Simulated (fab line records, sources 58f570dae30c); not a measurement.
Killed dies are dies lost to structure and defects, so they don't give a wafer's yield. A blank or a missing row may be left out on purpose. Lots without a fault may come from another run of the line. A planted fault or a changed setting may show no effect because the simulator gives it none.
Which tool did it? | flow berkeley_cmos170 | 14 lots, 42 wafers sampled, at 6 steps of a route of 331

WHAT THE GAUGES READ, wafer by wafer
UCB170_V2_THK_MEAS_01.
lot  | measured     | on            | V2_TEOS_THK (nm)
L689 | day 8 08:50  | film_metro-03 | 1980 2014 2010
L690 | day 8 08:53  | film_metro-04 | 1961 2014 2044
L694 | day 9 05:03  | film_metro-03 | 1978 2054 2022
L693 | day 9 05:29  | film_metro-01 | 1964 2024 2056
L692 | day 9 05:42  | film_metro-03 | 2005 2028 2047
L691 | day 9 06:02  | film_metro-03 | 1992 2017 2010
L697 | day 9 08:15  | film_metro-01 | 1981 2001 2033
L699 | day 9 17:59  | film_metro-04 | 1964 2015 1996
L700 | day 10 13:14 | film_metro-03 | 1977 1976 2009
L702 | day 11 01:04 | film_metro-04 | 2062 2044 2000
L704 | day 11 03:27 | film_metro-04 | 2046 2048 2049
L705 | day 11 04:38 | film_metro-01 | 2017 2022 2050
L708 | day 11 20:29 | film_metro-03 | 1951 1970 2027
L711 | day 12 15:08 | film_metro-03 | 1985 2024 2038

UCB170_V2_THK_MEAS_04.
lot  | measured     | on            | V2_POLISHED_THK (nm)
L689 | day 8 09:19  | film_metro-03 | 1001.2 999.8 1002.6
L690 | day 8 09:23  | film_metro-01 | 1000.3 999.9 1000.1
L694 | day 9 05:32  | film_metro-04 | 1001.3 1002.8 998.4
L693 | day 9 05:58  | film_metro-01 | 999.4 999.1 999.2
L692 | day 9 06:11  | film_metro-01 | 1001.0 1002.1 1003.5
L691 | day 9 06:31  | film_metro-03 | 1000.7 998.9 1002.1
L697 | day 9 08:44  | film_metro-04 | 1000.8 1000.1 1002.1
L699 | day 9 18:28  | film_metro-04 | 1002.1 1001.1 998.3
L700 | day 10 13:43 | film_metro-01 | 1001.1 1000.6 998.3
L702 | day 11 01:33 | film_metro-01 | 999.8 1000.7 1000.5
L704 | day 11 03:56 | film_metro-03 | 999.7 999.7 999.9
L705 | day 11 05:07 | film_metro-01 | 999.6 1002.4 1000.1
L708 | day 11 20:58 | film_metro-01 | 999.5 995.7 999.8
L711 | day 12 15:37 | film_metro-01 | 1001.4 1002.0 1000.3

UCB170_M3_RS_MEAS_02: measures by four-point-probe.
lot  | measured     | on            | M3_AL_RS (ohm/sq)
L689 | day 8 14:07  | film_metro-03 | 0.0325 0.0322 0.0326
L690 | day 8 14:25  | film_metro-03 | 0.0318 0.0315 0.0322
L694 | day 9 07:19  | film_metro-04 | 0.0324 0.0321 0.0326
L693 | day 9 08:10  | film_metro-02 | 0.0325 0.0320 0.0329
L692 | day 9 08:55  | film_metro-02 | 0.0324 0.0322 0.0324
L691 | day 9 09:08  | film_metro-04 | 0.0317 0.0318 0.0318
L697 | day 9 11:40  | film_metro-03 | 0.0324 0.0320 0.0322
L699 | day 9 21:46  | film_metro-02 | - - -
L700 | day 10 15:56 | film_metro-03 | - - -
L702 | day 11 04:44 | film_metro-04 | 0.0322 0.0321 0.0317
L704 | day 11 07:08 | film_metro-03 | 0.0321 0.0326 0.0318
L705 | day 11 22:59 | film_metro-03 | 0.0324 0.0328 0.0329
L708 | day 12 00:04 | film_metro-02 | 0.0320 0.0324 0.0324
L711 | day 12 18:36 | film_metro-02 | 0.0319 0.0320 0.0325

UCB170_M3_THK_MEAS_03: measures by xrf.
lot  | measured     | on            | M3_AL_THK (nm)
L689 | day 8 14:14  | film_metro-03 | 874 880 871
L690 | day 8 14:31  | film_metro-03 | 885 900 881
L694 | day 9 07:26  | film_metro-04 | 878 887 874
L693 | day 9 08:17  | film_metro-02 | 882 893 866
L692 | day 9 09:02  | film_metro-02 | 883 889 881
L691 | day 9 09:16  | film_metro-04 | 890 899 895
L697 | day 9 11:46  | film_metro-03 | 872 883 874
L699 | day 9 21:53  | film_metro-02 | <0 <0 <0
L700 | day 10 16:03 | film_metro-03 | <0 <0 <0
L702 | day 11 04:49 | film_metro-04 | 877 881 893
L704 | day 11 07:16 | film_metro-03 | 874 858 884
L705 | day 11 23:07 | film_metro-03 | 870 861 854
L708 | day 12 00:11 | film_metro-02 | 886 880 877
L711 | day 12 18:43 | film_metro-02 | 884 883 874

WHICH TOOL RAN EACH LOT (tool, then ch and the chambers of the sampled wafers, then the start)
lot  | UCB170_V2_ETCH_14                  | UCB170_M3_SPUTTER_01
L689 | rie_diel-03 ch 1,2, day 8 13:34    | pvd_sputter-01, day 8 14:01
L690 | rie_diel-02 ch 1,3, day 8 13:50    | pvd_sputter-03, day 8 14:18
L694 | rie_diel-04 ch 0,2, day 9 06:46    | pvd_sputter-03, day 9 07:13
L693 | rie_diel-03 ch 0,3, day 9 07:37    | pvd_sputter-01, day 9 08:04
L692 | rie_diel-02 ch 0,1,3, day 9 08:22  | pvd_sputter-02, day 9 08:50
L691 | rie_diel-04 ch 0,2, day 9 08:30    | pvd_sputter-03, day 9 09:04
L697 | rie_diel-04 ch 0,2, day 9 10:58    | pvd_sputter-02, day 9 11:34
L699 | rie_diel-02 ch 0,2,3, day 9 21:13  | pvd_sputter-01, day 9 21:41
L700 | rie_diel-02 ch 0,1,2, day 10 15:23 | pvd_sputter-01, day 10 15:51
L702 | rie_diel-03 ch 0,3, day 11 04:07   | pvd_sputter-01, day 11 04:35
L704 | rie_diel-02 ch 0,2, day 11 06:35   | pvd_sputter-01, day 11 07:04
L705 | rie_diel-03 ch 1,2,3, day 11 22:26 | pvd_sputter-01, day 11 22:55
L708 | rie_diel-02 ch 1, day 11 22:43     | pvd_sputter-03, day 11 23:32
L711 | rie_diel-02 ch 1,2,3, day 12 18:02 | pvd_sputter-02, day 12 18:29
- UCB170_V2_ETCH_14: etches SiO2 in CHF3/CF4/Ar, stops on Al, target depth 1250 nm, time 291 s.
- UCB170_M3_SPUTTER_01: material Al, target thk 900 nm, time 120 s.

WHAT THE TOOLS THEMSELVES READ (means of the sampled wafers that have a number; where no wafer has one, the mark that the record gives instead)
UCB170_V2_ETCH_14.
lot  | tool        | chamber_pressure_mTorr (mTorr) | drypump_motor_current_A (A) | mfc_ar_sccm (sccm) | oes_product_au (a.u.) | throttle_valve_pct (%)
L689 | rie_diel-03 | 199.99                         | 4.8                         | 149.7              | 0.881                 | 6.94
L690 | rie_diel-02 | 200.04                         | 5.5                         | 149.6              | 0.890                 | 6.99
L694 | rie_diel-04 | 200.11                         | 5.5                         | 150.0              | 0.877                 | 6.96
L693 | rie_diel-03 | 199.93                         | 5.1                         | 150.1              | 0.847                 | 6.99
L692 | rie_diel-02 | 200.04                         | 5.5                         | 150.3              | 0.879                 | 6.92
L691 | rie_diel-04 | 199.88                         | 5.9                         | 149.7              | 0.866                 | 6.97
L697 | rie_diel-04 | 199.92                         | 5.9                         | 149.9              | 0.865                 | 6.98
L699 | rie_diel-02 | 200.05                         | 5.5                         | 150.5              | 0.863                 | 6.91
L700 | rie_diel-02 | 199.93                         | 5.7                         | 150.4              | 0.871                 | 6.94
L702 | rie_diel-03 | 199.91                         | 5.0                         | 149.9              | 0.856                 | 6.99
L704 | rie_diel-02 | 199.94                         | 5.8                         | 149.9              | 0.863                 | 6.84
L705 | rie_diel-03 | 200.06                         | 4.8                         | 149.9              | 0.878                 | 6.94
L708 | rie_diel-02 | 199.96                         | 5.7                         | 150.8              | 0.891                 | 7.03
L711 | rie_diel-02 | 200.03                         | 5.5                         | 149.9              | 0.874                 | 6.98

UCB170_M3_SPUTTER_01.
lot  | tool           | cathode_dc_power_W (W) | chamber_pressure_pa (Pa) | throttle_valve_pct (%)
L689 | pvd_sputter-01 | 6000.8                 | 0.5002                   | 29.1
L690 | pvd_sputter-03 | 6000.3                 | 0.4999                   | 29.9
L694 | pvd_sputter-03 | 5999.9                 | 0.5001                   | 30.2
L693 | pvd_sputter-01 | 6000.3                 | 0.5012                   | 29.9
L692 | pvd_sputter-02 | 6000.5                 | 0.5007                   | 30.5
L691 | pvd_sputter-03 | 6000.5                 | 0.4990                   | 29.1
L697 | pvd_sputter-02 | 6000.0                 | 0.5000                   | 29.7
L699 | pvd_sputter-01 | -                      | -                        | -
L700 | pvd_sputter-01 | -                      | -                        | -
L702 | pvd_sputter-01 | 6000.5                 | 0.4988                   | 29.9
L704 | pvd_sputter-01 | 6000.4                 | 0.4991                   | 30.1
L705 | pvd_sputter-01 | 6001.6                 | 0.5004                   | 30.2
L708 | pvd_sputter-03 | 6000.6                 | 0.4993                   | 30.0
L711 | pvd_sputter-02 | 6000.2                 | 0.4991                   | 30.1

THE ANSWER, worked out from the rows above alone
Rule: what is usual is taken from the lots themselves. Put in order of their means at a reading, lots are off if they are a third of the lots or fewer, leave a main group of 4 or more, and stand apart from it by a gap of 3 or more times the standard deviation of the main group's means; of several such gaps the widest counts. A main group whose means are all the same, to the digits that the tables above print for the reading, isn't used. A lot without any number at a reading at which 4 lots or more have one is off too. The other lots that the step has rows for count as sound. The gauges are gone through in route order, then the tools' own readings, and for those a lot's mean is taken as printed above. The first step at which some lot is off is used, and at that step the reading that is off furthest; a lot without a number counts as furthest.
Off: L699, L700, at UCB170_M3_RS_MEAS_02 (M3_AL_RS). Without a number there: L699, L700. The main group: mean 0.0322 ohm/sq, standard deviation 0.00026.
A tool fits if, at a process step before that reading, it ran every lot that is off, and no sound lot after the first of them. The gauges at UCB170_M3_RS_MEAS_02 aren't tried: what is off there is off at UCB170_M3_SPUTTER_01 too, on other tools, and a gauge's error can't cause that. None of those tried fits.

WHAT THE SIMULATOR HAD PUT IN
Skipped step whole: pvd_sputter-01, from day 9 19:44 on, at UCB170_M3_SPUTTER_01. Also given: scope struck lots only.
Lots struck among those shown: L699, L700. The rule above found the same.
